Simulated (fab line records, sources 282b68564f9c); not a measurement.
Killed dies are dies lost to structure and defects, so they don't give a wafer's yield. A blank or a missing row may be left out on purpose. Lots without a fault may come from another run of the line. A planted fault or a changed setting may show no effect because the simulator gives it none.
A struck lot beside a sound one | flow rit_cmos | 35 steps out of a route of 202
Sound: wafers L374.1, L374.3, L374.6. Struck: wafers L385.1, L385.5. (L385.3 of the same lot was not struck and is left out.) The cause comes at the end.
At each step with rows: each side's tool, then ch and its chambers, then its first start. Under that, the readings that differ: sound wafers | struck wafers | difference of the means | sigmas: that difference in standard deviations of wafers without a fault.
alike: readings whose means differ by less than 2 such deviations, and words and numbers that are the same on both sides. not compared: withheld readings, readings that some wafer has no value for, bounds like >300 that may hide the same value, and numbers for which the record gives no deviation and whose values overlap.
The two part at a step that has a row with sigmas, a row that says differs or no value, or rows on one side only. Numbers that don't overlap but have no deviation are shown without sigmas and don't part them. A reading that every wafer of one side lacks parts them only if that side has two wafers or more.

RIT_CONTACT_CVD_00: deposits SiO2 from TEOS, target thk 400 nm, time 61 s.
  sound on pecvd-01 ch 0,1, day 5 15:29; struck on pecvd-04 ch 0, day 7 21:08
  alike: heater_power_w, susceptor_temp_C
RIT_CONTACT_THK_MEAS_01:
  sound on film_metro-01, day 5 15:32; struck on film_metro-01, day 7 21:11
  alike: CONTACT_TEOS_THK
then, 6 steps without rows for these wafers: RIT_CONTACT_HMDS_02 (prime time 60 s); RIT_CONTACT_COAT_03 (resist thk 1000 nm); RIT_CONTACT_SOFTBAKE_04 (time 60 s); RIT_CONTACT_EXPOSE_05 (exposes mask M11, target cd 1000 nm); RIT_CONTACT_PEB_06; RIT_CONTACT_DEVELOP_07 (develop time 120 s).
RIT_CONTACT_CD_MEAS_08: target cd 1000 nm.
  sound on cd_sem-01, day 5 16:38; struck on cd_sem-02, day 7 22:15
  alike: cd_nm
RIT_CONTACT_OVL_MEAS_09:
  sound on overlay-01, day 5 16:46; struck on overlay-01, day 7 22:22
  alike: CONTACT_OVL
then, 1 step without rows for these wafers: RIT_CONTACT_HARDBAKE_10 (time 60 s).
RIT_CONTACT_ETCH_11: etches SiO2 in CHF3/CF4/Ar, stops on TiSi2, target depth 480 nm, time 320 s.
  sound on rie_diel-03 ch 0,2,3, day 5 16:57; struck on rie_diel-02 ch 2,3, day 7 22:42
  alike: drypump_motor_current_A, oes_product_au, throttle_valve_pct
  not compared: rf_hours_counter_h
RIT_CONTACT_STRIP_12: strips in O2, time 180 s.
  sound on plasma_asher-01 ch 0,1, day 5 17:08; struck on plasma_asher-01 ch 0, day 7 22:53
  alike: drypump_motor_current_A
  not compared: rf_hours_counter_h
RIT_CONTACT_CD_MEAS_90: target cd 1000 nm.
  sound on cd_sem-01, day 5 17:19; struck on cd_sem-01, day 7 23:04
  alike: cd_nm
then, 2 steps without rows for these wafers: RIT_CONTACT_CLEAN_13 (cleans in SC1, time 600 s); RIT_CONTACT_CLEAN_14 (cleans in SC2, time 600 s).
RIT_M1_SPUTTER_00: material Al, target thk 400 nm, time 500 s.
  sound on pvd_sputter-03, day 5 17:47; struck on pvd_sputter-02, day 7 23:32
  alike: throttle_valve_pct
RIT_M1_RS_MEAS_01: measures by four-point-probe.
  sound on film_metro-02, day 5 18:05; struck on film_metro-03, day 7 23:50
  alike: M1_AL_RS
RIT_M1_THK_MEAS_02: measures by xrf.
  sound on film_metro-02, day 5 18:12; struck on film_metro-03, day 7 23:57
  alike: M1_AL_THK
then, 6 steps without rows for these wafers: RIT_M1_HMDS_03 (prime time 60 s); RIT_M1_COAT_04 (resist thk 1300 nm); RIT_M1_SOFTBAKE_05 (time 60 s); RIT_M1_EXPOSE_06 (exposes mask M12, target cd 2600 nm); RIT_M1_PEB_07; RIT_M1_DEVELOP_08 (develop time 68 s).
RIT_M1_CD_MEAS_09: target cd 2600 nm.
  sound on cd_sem-01, day 5 19:16; struck on cd_sem-02, day 8 00:53
  alike: cd_nm
RIT_M1_OVL_MEAS_10:
  sound on overlay-02, day 5 19:23; struck on overlay-01, day 8 01:01
  alike: M1_OVL
then, 1 step without rows for these wafers: RIT_M1_HARDBAKE_11 (time 120 s).
RIT_M1_METAL_ETCH_12: etches Al in Cl2/BCl3, stops on SiO2, time 165 s, target depth 600 nm.
  sound on rie_metal-01 ch 0,1, day 5 19:40; struck on rie_metal-03 ch 0,1, day 8 01:18
  reading                | sound          | struck    | difference | sigmas
  throttle_valve_pct (%) | 8.39 8.35 8.37 | 8.12 8.24 | -0.19      | -2
  alike: drypump_motor_current_A, oes_product_au
  not compared: rf_hours_counter_h
then, 1 step without rows for these wafers: RIT_M1_STRIP_13 (strips in nmp, time 600 s).
RIT_M1_STRIP_14: strips in O2, time 180 s.
  sound on plasma_asher-03 ch 0,1, day 5 20:00; struck on plasma_asher-02 ch 0,1, day 8 01:38
  alike: drypump_motor_current_A
  not compared: rf_hours_counter_h
RIT_M1_CD_MEAS_90: target cd 2600 nm.
  sound on cd_sem-01, day 5 20:10; struck on cd_sem-02, day 8 01:49
  alike: cd_nm
then, 1 step without rows for these wafers: RIT_M1_ANNEAL_15 (time 1800 s).
RIT_M1_BOW_MEAS_16:
  sound on film_metro-03, day 5 21:47; struck on film_metro-03, day 8 03:26
  alike: M1_BOW
RIT_M1_PROBE_99:
  sound on prober-01, day 5 21:55; struck on prober-02, day 8 03:33
  reading            | sound | struck | difference | sigmas
  killed_at_contacts | 0 0 0 | 13 16  | +14        | +66
  killed_dies        | 4 8 5 | 17 22  | +14        | +5
  killed_on_rim      | 1 3 1 | 10 10  | +8         | +6
  alike: killed_at_front_end, killed_open, killed_short

WHERE THEY PART
First at RIT_M1_METAL_ETCH_12; last, within this record, at RIT_M1_PROBE_99.

WHY: what the simulator had put in
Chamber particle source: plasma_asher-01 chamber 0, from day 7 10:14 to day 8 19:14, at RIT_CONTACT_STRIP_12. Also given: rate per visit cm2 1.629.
